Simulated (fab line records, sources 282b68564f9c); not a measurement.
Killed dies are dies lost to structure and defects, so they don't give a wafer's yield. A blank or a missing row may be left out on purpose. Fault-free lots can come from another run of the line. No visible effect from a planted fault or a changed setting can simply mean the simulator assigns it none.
Problem report, 8D (eight disciplines) form, completed by code | flow rit-cmos | the parts of the form that need people (team, actions taken, sign-off) are left out

== 1. THE ISSUE ==
On 3 wafers of 1 lot, run-length-s at RIT_FOX2_WET_ETCH_03 has a mean of 5424 s; fault-free wafers read 2729 s, standard deviation 4.1. So: +99 or more standard deviations from the usual mean.
The step: etches Si3N4 in H3PO4, target depth 195 nm, time 2700 s.
Earliest sighting: wafer L254.1 on wet-bench-04 at day 4 07:17. At this step, 39 wafers from 13 lots have a number in the record. Rule for "out", or "out of limits": more than 4 standard deviations from the usual mean. All remaining wafers that have a number are taken as sound.

== 2. WHAT IT IS; WHAT IT IS NOT ==
question                    | is                     | is not
which readings at this step | run-length-s           | temp-c
which lots                  | L254                   | L245, L246, L247, L249, L250, L251, L252, L253, L257, L262, L263, L264
which wafers of those lots  | all that have a number | -
read on which tools         | wet-bench-04           | wet-bench-02, wet-bench-03
when                        | from day 4 07:17       | up to then (24 sound wafers); but 12 sound wafers of L257, L262, L263, L264 came after

== 3. THE SUSPECTS, EACH WITH WHAT RULES IT OUT ==
Counting: any tool at a process step up to the reading is kept as a suspect provided that every lot that is out went through it and no sound lot did after the first of them.
- wet-bench-04 at RIT_FOX2_WET_ETCH_03 (etches Si3N4 in H3PO4, target depth 195 nm, time 2700 s): kept. It ran the lot that is out, L254 (day 4 07:17), and no sound lot after that; its last sound lot up to then is L253 (day 3 21:59). Out on those wafers are its own readings of run-length-s.
After counting, what remains is wet-bench-04 at RIT_FOX2_WET_ETCH_03.

== 4. THE CAUSE (what the simulator had put in) ==
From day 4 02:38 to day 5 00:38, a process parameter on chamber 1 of wet-bench-04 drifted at RIT_FOX2_WET_ETCH_03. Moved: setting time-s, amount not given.
Only this tool survived the counting.

== 5. THE CHAIN OF EFFECTS, in route order ==
Each row: a reading where the mean over the struck wafers with a number is more than 3 standard deviations away from the usual. Only readings whose record carries a usual standard deviation are examined. hours: median over the lots of the time between each lot's start at the first step of this table that gives one and its start at this step. sigmas: the change, counted in usual standard deviations.
hours | step                 | reading      | usual  | on struck wafers | change | sigmas
0     | RIT_FOX2_WET_ETCH_03 | run-length-s | 2729 s | 5424             | +2695  | +99 or more
Its process steps:
- RIT_FOX2_WET_ETCH_03: etches Si3N4 in H3PO4, target depth 195 nm, time 2700 s.

== 6. HOW IT WOULD HAVE BEEN CAUGHT EARLIER ==
The fault began at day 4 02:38; the first out-of-limits reading in this record came at day 4 07:17, 5 hours later.
